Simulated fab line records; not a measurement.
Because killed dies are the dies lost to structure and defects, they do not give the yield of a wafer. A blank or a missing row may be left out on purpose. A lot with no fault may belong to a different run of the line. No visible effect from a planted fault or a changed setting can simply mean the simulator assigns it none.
A lot that was struck, set against a sound lot | flow rit_cmos | 28 steps out of a route of 202
Sound: these wafers, L786.1, L786.3, L786.4. Struck: wafers L791.3, L791.4, L791.5. At the end, the cause is stated.
Each step with rows lists, per side, the tool, then ch with its chambers, then its first start. Under that, the readings that differ: sound wafers | struck wafers | difference of the means | sigmas: that difference in standard deviations of wafers without a fault.
alike: readings whose means differ by less than 2 such deviations, and words and numbers that are the same on both sides. not compared: withheld readings, readings that some wafer has no value for, bounds like >300 that may hide the same value, and numbers for which the record gives no deviation and whose values overlap.
Wherever a step has rows on one side only, a row that says differs or no value, or a row with sigmas, the two part there. Non-overlapping numbers with no deviation appear without sigmas and do not part them. Lack of a reading on every wafer of one side parts them only where that side has two or more wafers.

RIT_SDANNEAL_RTA_03: time 5 s.
  sound on rtp_anneal-02 ch 0, day 4 19:35; struck on rtp_anneal-02 ch 0, day 5 15:39
  alike: wafer_temp_C_max
RIT_SDANNEAL_RS_MEAS_04: uses a four-point probe to measure.
  sound: film_metro-02 at day 4 19:39; struck: film_metro-02 at day 5 15:46
  alike: PSD_RS
RIT_SDANNEAL_RS_MEAS_05: uses a four-point probe to measure.
  sound: film_metro-02 at day 4 19:46; struck: film_metro-02 at day 5 15:53
  alike: NSD_RS
RIT_SDANNEAL_RS_MEAS_06: uses a four-point probe to measure.
  sound: film_metro-02 at day 4 19:53; struck: film_metro-02 at day 5 16:01
  alike: PLDD_RS
RIT_SDANNEAL_RS_MEAS_07: uses a four-point probe to measure.
  sound: film_metro-02 at day 4 20:01; struck: film_metro-02 at day 5 16:08
  alike: NLDD_RS
then, 1 step without rows for these wafers: RIT_SILICIDE_WET_ETCH_00 (etches SiO2 in BOE, target depth 14 nm, time 15 s).
RIT_SILICIDE_SPUTTER_01: material Ti, target thk 30 nm, time 244.7 s.
  sound: pvd_sputter-02 at day 4 20:08; struck: pvd_sputter-04 at day 5 16:13
  alike: cathode_dc_power_W, throttle_valve_pct
RIT_SILICIDE_RS_MEAS_02: uses a four-point probe to measure.
  sound: film_metro-01 at day 4 20:17; struck: film_metro-03 at day 5 16:25
  alike: SILICIDE_TI_RS
RIT_SILICIDE_THK_MEAS_03: measures by xrf.
  sound: film_metro-01 at day 4 20:25; struck: film_metro-03 at day 5 16:31
  alike: SILICIDE_TI_THK
RIT_SILICIDE_RTA_04: time 10 s, ramp up 5 s, ramp down 5 s.
  sound on rtp_anneal-02 ch 0, day 4 20:28; struck on rtp_anneal-02 ch 0, day 5 16:35
  alike: wafer_temp_C_max
then, 1 step without rows for these wafers: RIT_SILICIDE_WET_ETCH_05 (etches Ti in SPM, time 120 s).
RIT_SILICIDE_RTA_06: time 10 s, ramp up 5 s, ramp down 10 s.
  sound on rtp_anneal-02 ch 0, day 4 20:35; struck on rtp_anneal-02 ch 0, day 5 16:46
  alike: wafer_temp_C_max
RIT_CONTACT_CVD_00: deposits SiO2 from TEOS, target thk 400 nm, time 63.96 s.
  sound on pecvd-01 ch 0,2, day 4 20:39; struck on pecvd-04 ch 0,1,2, day 5 17:05
  alike: heater_power_w
  not compared: since_wet_clean_h
RIT_CONTACT_THK_MEAS_01:
  sound: film_metro-02 at day 4 20:44; struck: film_metro-04 at day 5 17:09
  reading               | sound       | struck      | difference | sigmas
  CONTACT_TEOS_THK (nm) | 420 423 419 | 832 831 838 | +413       | +62
then, 6 steps without rows for these wafers: RIT_CONTACT_HMDS_02 (prime time 60 s); RIT_CONTACT_COAT_03 (resist thk 1000 nm); RIT_CONTACT_SOFTBAKE_04 (time 60 s); RIT_CONTACT_EXPOSE_05 (exposes mask M11, target cd 1000 nm); RIT_CONTACT_PEB_06; RIT_CONTACT_DEVELOP_07 (develop time 120 s).
RIT_CONTACT_CD_MEAS_08 targets a cd of 1000 nm.
  sound: cd_sem-01 at day 4 21:45; struck: cd_sem-01 at day 5 18:19
  reading    | sound               | struck            | difference | sigmas
  cd_nm (nm) | 999.5 1001.4 1000.7 | 995.3 995.7 996.8 | -4.6       | -2
RIT_CONTACT_OVL_MEAS_09:
  sound: overlay-02 at day 4 21:52; struck: overlay-02 at day 5 18:25
  alike: CONTACT_OVL
then, 1 step without rows for these wafers: RIT_CONTACT_HARDBAKE_10 (time 60 s).
RIT_CONTACT_ETCH_11: etches SiO2 in CHF3/CF4/Ar, stops on TiSi2, target depth 480 nm, time 320 s.
  sound on rie_diel-04 ch 1,3, day 4 22:04; struck on rie_diel-02 ch 2,3, day 5 18:37
  reading                             | sound             | struck            | difference | sigmas
  model.CONTACT.feature_depth_nm (nm) | 419.3 422.7 418.4 | 474.6 491.8 476.5 | +60.8      |
  model.etch.depth_nm (nm)            | 419.3 422.7 418.4 | 474.6 491.8 476.5 | +60.8      |
  alike: drypump_motor_current_A, oes_product_au, throttle_valve_pct
  not compared: rf_hours_counter_h
RIT_CONTACT_STRIP_12: strips in O2, time 180 s.
  sound on plasma_asher-02 ch 0,1, day 4 22:15; struck on plasma_asher-01 ch 0,1, day 5 18:52
  alike: drypump_motor_current_A
  not compared: rf_hours_counter_h
RIT_CONTACT_CD_MEAS_90 targets a cd of 1000 nm.
  sound: cd_sem-01 at day 4 22:26; struck: cd_sem-02 at day 5 19:02
  reading    | sound               | struck            | difference | sigmas
  cd_nm (nm) | 999.6 1002.1 1000.9 | 994.8 996.0 996.2 | -5.2       | -2
RIT_CONTACT_CLEAN_13: cleans in SC1, time 600 s.
  sound on wet_bench-01 ch 3, day 4 22:33; struck on wet_bench-04 ch 3, day 5 19:07
  reading                                  | sound             | struck          | difference | sigmas
  model.SiO2_of_CONTACT_CVD_00.thk_nm (nm) | 415.2 418.6 414.4 | 828.4 827 834.1 | +413.8     |
then, 1 step without rows for these wafers: RIT_CONTACT_CLEAN_14 (cleans in SC2, time 600 s).

## WHERE THEY PART
First at RIT_CONTACT_THK_MEAS_01; last, within this record, at RIT_CONTACT_CD_MEAS_90.

WHY: whatever the simulator had introduced
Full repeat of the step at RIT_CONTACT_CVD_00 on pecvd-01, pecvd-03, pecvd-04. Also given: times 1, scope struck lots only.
